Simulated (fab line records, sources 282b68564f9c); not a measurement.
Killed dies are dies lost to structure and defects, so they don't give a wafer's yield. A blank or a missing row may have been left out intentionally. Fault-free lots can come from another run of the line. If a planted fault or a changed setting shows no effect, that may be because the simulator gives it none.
2 desks looking at one fault :: flow rit-cmos :: every desk sees just its own numbers, and what lay behind them comes last

TOOL OWNER'S DESK, rie-diel-02
The tool's own readings at RIT_SPACER_ETCHBACK_05 (etches Si3N4 in SF6/CHF3, stops on SiO2, target depth 250 nm, time 240 s): means of the sampled wafers that have a number, for each lot that ran on this tool. A lot is out of limits, marked OUT, if its mean lies more than 4 standard deviations from the usual mean; the brackets give that distance.
Columns: A = drypump-motor-current-A at RIT_SPACER_ETCHBACK_05, usual 5.8 A; B = oes-product-au at RIT_SPACER_ETCHBACK_05, usual 0.842 a.u.; C = rf-fwd-power-W at RIT_SPACER_ETCHBACK_05, usual 249.5 W; D = throttle-valve-pct at RIT_SPACER_ETCHBACK_05, usual 10.23 %
lot: L410
first seen here: day 3 04:14
A: 5.8
B: 0.825
C: 249.5
D: 10.14

lot: L412
first seen here: day 3 17:31
A: 5.9
B: 0.835
C: 248.8
D: 10.10

lot: L414
first seen here: day 4 02:36
A: 5.9
B: 0.822
C: 248.5
D: 10.08

lot: L415
first seen here: day 4 04:44
A: 6.0
B: 0.836
C: 248.8
D: 10.05

lot: L418
first seen here: day 4 15:32
A: 5.7
B: 0.838
C: 236.3 (-16) OUT
D: 10.24
This desk's finding: out of limits on L418; first on L418, day 4 15:32 (rf-fwd-power-W at RIT_SPACER_ETCHBACK_05). Within limits: L410, L412, L414, L415.

FROM THE METROLOGY DESK
What the gauges read for every lot (on any tool): the sampled wafers with a number, averaged. A lot is out of limits, marked OUT, if its mean lies more than 4 standard deviations from the usual mean; the brackets give that distance.
Columns: A = NWELL_OVL at RIT_NWELL_OVL_MEAS_06, usual -0.5 nm; B = PWELL_OVL at RIT_PWELL_OVL_MEAS_06, usual 0.7 nm
lot: L410
first seen here: day 1 22:15
A: -3.2
B: 0.1

lot: L412
first seen here: day 2 10:35
A: -0.7
B: 2.5

lot: L414
first seen here: day 3 00:08
A: -1.7
B: 0.8

lot: L415
first seen here: day 3 00:23
A: -0.4
B: 2.6

lot: L418
first seen here: day 3 13:58
A: -1.1
B: 1.2

lot: L424
first seen here: day 4 18:38
A: -0.2
B: 0.1

lot: L425
first seen here: day 5 00:20
A: -1.0
B: -0.2

lot: L426
first seen here: day 5 05:25
A: -0.8
B: 2.9

lot: L427
first seen here: day 5 09:29
A: -0.2
B: -2.8

lot: L429
first seen here: day 5 19:26
A: -0.2
B: 1.9

lot: L430
first seen here: day 6 01:16
A: 0.3
B: -0.3

lot: L431
first seen here: day 6 05:15
A: -1.7
B: 4.4

lot: L432
first seen here: day 6 11:19
A: 0.1
B: -1.0
Result from this desk: across the 13 lots, nothing is out of limits.

PUT TOGETHER
The tool owner's desk had the chance to raise an alarm at day 4 15:32 on L418.
From the metrology desk's view, nothing was out of limits.
The metrology desk holds a record of L418, inside its limits.
All the named lots went through RIT_SPACER_ETCHBACK_05 on rie-diel-02.

WHAT HAD BEEN PUT IN BY THE SIMULATOR
rie-diel-02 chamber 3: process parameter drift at RIT_SPACER_ETCHBACK_05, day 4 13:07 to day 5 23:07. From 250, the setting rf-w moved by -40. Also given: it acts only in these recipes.
Shown lots that were struck: L418.
How many hours passed from the start of the fault until each desk's first out-of-limits reading: the tool owner's desk, 2.
